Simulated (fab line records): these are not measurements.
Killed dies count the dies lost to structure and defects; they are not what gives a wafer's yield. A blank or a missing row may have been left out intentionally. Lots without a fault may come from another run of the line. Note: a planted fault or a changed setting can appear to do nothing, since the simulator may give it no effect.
Struck lot and sound lot, side by side || flow rit-cmos || 43 out of 202 route steps
Sound: the wafers L557.1, L557.4, L557.5. Wafers struck: L567.4, L567.5, L567.6. The cause comes at the end.
Each step with rows lists, per side, the tool, then ch with its chambers, then its first start. Under that, the readings that differ: sound wafers || struck wafers || difference of the means || sigmas: that difference in standard deviations of wafers without a fault.
alike: same words and numbers on both sides, and readings whose means sit less than 2 such deviations apart. not compared: any withheld reading, any reading some wafer has no value for, any bound like >300 that may hide the same value, and any number with overlapping values for which the record gives no deviation.
Wherever a step has rows on one side only, a row that says differs or no value, or a row with sigmas, the two part there. Numbers that don't overlap but have no deviation are shown without sigmas and don't part them. A reading missing from all wafers of one side parts the sides only when that side holds two or more wafers.

first, 2 steps without rows for these wafers: RIT_NRETRO_HARDBAKE_07 (time 120 s); RIT_NRETRO_IMPLANT_08.
RIT_NRETRO_STRIP_09: strips in O2, time 180 s.
  sound on plasma-asher-04 ch 0,1, day 3 07:32; struck on plasma-asher-04 ch 0,1, day 5 06:09
  alike: drypump-motor-current-A
  not compared: rf-hours-counter-h
RIT_NRETRO_TW_MEAS_10:
  sound: film-metro-01 at day 3 07:42; struck: film-metro-02 at day 5 06:18
  alike: NRETRO_TW
then, 6 steps without rows for these wafers: RIT_PRETRO_HMDS_00 (prime time 60 s); RIT_PRETRO_COAT_01 (resist thk 1300 nm); RIT_PRETRO_SOFTBAKE_02 (time 60 s); RIT_PRETRO_EXPOSE_03 (exposes mask M5, target cd 43700 nm); RIT_PRETRO_PEB_04; RIT_PRETRO_DEVELOP_05 (develop time 68 s).
RIT_PRETRO_OVL_MEAS_06:
  sound: overlay-02 at day 3 08:55; struck: overlay-02 at day 5 07:26
  alike: PRETRO_OVL
then, 1 step without rows for these wafers: RIT_PRETRO_HARDBAKE_07 (time 120 s).
RIT_PRETRO_IMPLANT_08:
  sound on implanter-02 ch 0, day 3 09:11; struck on implanter-02 ch 0, day 5 07:46
  alike: tilt-deg
RIT_PRETRO_STRIP_09: strips in O2, time 180 s.
  sound on plasma-asher-04 ch 1, day 3 09:20; struck on plasma-asher-03 ch 0,1, day 5 07:54
  alike: drypump-motor-current-A
  not compared: rf-hours-counter-h
RIT_PRETRO_TW_MEAS_10:
  sound: film-metro-03 at day 3 09:31; struck: film-metro-02 at day 5 08:03
{"reading": "PRETRO_TW", "sound": "481 480 480", "struck": "471 471 472", "difference": -9, "sigmas": -2}
then, 5 steps without rows for these wafers: RIT_GATE_WET_ETCH_00 (etches SiO2 in BOE, target depth 56 nm, time 60 s); RIT_GATE_CLEAN_01 (cleans in SC1, time 600 s); RIT_GATE_CLEAN_02 (cleans in dHF, time 30 s); RIT_GATE_CLEAN_03 (cleans in SC2, time 600 s); RIT_GATE_CLEAN_04 (cleans in dHF, time 60 s).
RIT_FOX2_THK_MEAS_91:
  sound: film-metro-04 at day 3 10:12; struck: film-metro-02 at day 5 08:45
  alike: FIELD_OXIDE_LEFT_2_THK
then, 2 steps without rows for these wafers: RIT_GATE_OXIDATION_05 (target thk 3 nm, ox time 270 s); RIT_GATE_ANNEAL_06 (time 600 s).
RIT_GATE_THK_MEAS_07:
  sound: film-metro-02 at day 3 14:31; struck: film-metro-04 at day 5 13:41
  alike: GATE_OXIDE_THK
then, 1 step without rows for these wafers: RIT_GATE_CVD_08 (deposits poly-Si from SiH4, target thk 250 nm, time 2220 s).
RIT_GATE_THK_MEAS_09:
  sound: film-metro-01 at day 3 16:11; struck: film-metro-04 at day 5 15:22
  alike: GATE_POLY_THK
then, 6 steps without rows for these wafers: RIT_GATE_HMDS_10 (prime time 60 s); RIT_GATE_COAT_11 (resist thk 850 nm); RIT_GATE_SOFTBAKE_12 (time 60 s); RIT_GATE_EXPOSE_13 (exposes mask M6, target cd 150 nm); RIT_GATE_PEB_14; RIT_GATE_DEVELOP_15 (develop time 50 s).
RIT_GATE_CD_MEAS_16: target cd 150 nm.
  sound: cd-sem-01 at day 3 17:06; struck: cd-sem-01 at day 5 16:26
  alike: cd-nm
RIT_GATE_OVL_MEAS_17:
  sound: overlay-01 at day 3 17:13; struck: overlay-02 at day 5 16:31
  alike: GATE_OVL
then, 1 step without rows for these wafers: RIT_GATE_HARDBAKE_18 (time 60 s).
RIT_GATE_ETCH_19: etches poly-Si in SF6/CHF3/O2, stops on SiO2, time 165 s, target depth 312.5 nm.
  sound on rie-si-02 ch 1,2,3, day 3 17:24; struck on rie-si-02 ch 2,3, day 5 16:41
  alike: drypump-motor-current-A, oes-product-au, throttle-valve-pct
  not compared: rf-hours-counter-h
RIT_GATE_STRIP_20: strips in O2, time 180 s.
  sound on plasma-asher-03 ch 0,1, day 3 17:31; struck on plasma-asher-02 ch 0,1, day 5 16:51
  alike: drypump-motor-current-A
  not compared: rf-hours-counter-h
RIT_GATE_CD_MEAS_90: target cd 150 nm.
  sound: cd-sem-02 at day 3 17:41; struck: cd-sem-02 at day 5 17:01
  alike: cd-nm
then, 4 steps without rows for these wafers: RIT_REOX_CLEAN_00 (cleans in SC1, time 600 s); RIT_REOX_CLEAN_01 (cleans in dHF, time 30 s); RIT_REOX_CLEAN_02 (cleans in SC2, time 600 s); RIT_REOX_OXIDATION_03 (target thk 25.2 nm, ox time 5580 s).
RIT_M1_PROBE_99:
  sound: prober-02 at day 4 13:40; struck: prober-02 at day 6 13:56
{"reading": "model.etest.nmos_0p15.drive-ua-um-range", "sound": "13.9 12.96 5.935", "struck": "48.6 29.61 42.3", "difference": "+29.2", "sigmas": ""}
{"reading": "model.etest.nmos_0p15.vt-v-range", "sound": "0.01397 0.009403 0.01504", "struck": "0.05661 0.05789 0.05571", "difference": "+0.04393", "sigmas": ""}
  alike: killed-at-contacts, killed-at-front-end, killed-dies, killed-open, killed-short

== WHERE THEY PART ==
Only at RIT_PRETRO_TW_MEAS_10, as far as this record shows. Later steps at which nothing parts them and some readings are alike: RIT_FOX2_THK_MEAS_91, RIT_GATE_THK_MEAS_07, RIT_GATE_THK_MEAS_09, RIT_GATE_CD_MEAS_16, RIT_GATE_OVL_MEAS_17, RIT_GATE_ETCH_19, RIT_GATE_STRIP_20, RIT_GATE_CD_MEAS_90, RIT_M1_PROBE_99.

WHY: whatever the simulator had introduced
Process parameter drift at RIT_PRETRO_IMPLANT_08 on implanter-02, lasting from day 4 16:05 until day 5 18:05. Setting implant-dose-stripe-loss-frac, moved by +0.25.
